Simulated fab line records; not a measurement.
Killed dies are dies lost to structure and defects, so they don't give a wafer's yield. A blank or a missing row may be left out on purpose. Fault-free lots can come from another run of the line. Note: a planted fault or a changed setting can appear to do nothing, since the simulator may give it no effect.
One fault seen from 2 desks ; flow rit cmos ; each desk has only its own numbers; what lay behind them comes last

## TOOL OWNER'S DESK, pvd sputter-01
The tool's own readings at RIT_M1_SPUTTER_00 (material Al, target thk 400 nm, time 500 s): means of the sampled wafers that have a number, for each lot that ran on this tool. Any lot whose mean is over 4 standard deviations away from the usual mean is out of limits and marked OUT; that distance is given in the brackets.
Columns: A = chamber pressure pa at RIT_M1_SPUTTER_00, usual 0.4000 Pa; B = throttle valve pct at RIT_M1_SPUTTER_00, usual 29.8 %
lot;first seen here;A;B
L326;day 3 21:37;0.4003;29.6
L327;day 4 01:30;0.4003;29.3
L332;day 5 05:46;0.4001;28.9
L336;day 6 10:59;0.3998;29.1
L337;day 6 17:27;0.4014;29.1
L338;day 7 02:51;0.3992;29.9
This desk found nothing out of limits on any of the 6 lots.

## THE METROLOGY DESK
What the gauges read for every lot (on any tool): the sampled wafers with a number, averaged. Any lot whose mean is over 4 standard deviations away from the usual mean is out of limits and marked OUT; that distance is given in the brackets.
Columns: A = GATE_OVL at RIT_GATE_OVL_MEAS_17, usual 0.1 nm; B = M1_AL_RS at RIT_M1_RS_MEAS_01, usual 0.0734 ohm/sq; C = M1_AL_THK at RIT_M1_THK_MEAS_02, usual 392 nm
lot;first seen here;A;B;C
L326;day 3 04:04;3.4;0.0733;391
L327;day 3 08:34;-0.9;0.0723;396
L328;day 3 10:16;1.4;0.0740;388
L332;day 4 13:03;1.6;0.0733;393
L336;day 5 15:38;0.1;0.0790 (+6.4) OUT;363 (-6.1) OUT
L337;day 5 19:37;0.3;0.0795 (+7.0) OUT;360 (-6.6) OUT
L338;day 6 07:08;-0.8;0.0802 (+7.9) OUT;357 (-7.3) OUT
L340;day 6 14:32;2.3;0.0743;387
L343;day 6 21:37;-1.0;0.0724;395
L342;day 6 21:55;-0.1;0.0735;389
L344;day 7 10:16;-0.6;0.0719;398
L346;day 7 11:34;-0.2;0.0739;391
L348;day 7 13:07;1.7;0.0734;394
This desk's result: L336, L337, L338 out of limits, first on L336 (M1_AL_RS at RIT_M1_RS_MEAS_01), day 6 11:18. L326, L327, L328, L332, L340, L343, L342, L344, L346, L348: within limits.

## TAKEN TOGETHER
An alarm was possible from the metrology desk at day 6 11:18, on L336, L337, L338.
The tool owner's desk saw nothing out of limits.
Tool owner's desk: L336, L337, L338 on record, inside its limits.
On pvd sputter-01, each named lot ran RIT_M1_SPUTTER_00.

## WHAT THE SIMULATOR HAD PUT IN
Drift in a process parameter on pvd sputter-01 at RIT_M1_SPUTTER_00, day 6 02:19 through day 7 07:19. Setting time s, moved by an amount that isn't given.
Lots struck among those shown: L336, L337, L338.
Time in hours between the start of the fault and the first out-of-limits reading at each desk: metrology desk, 9.
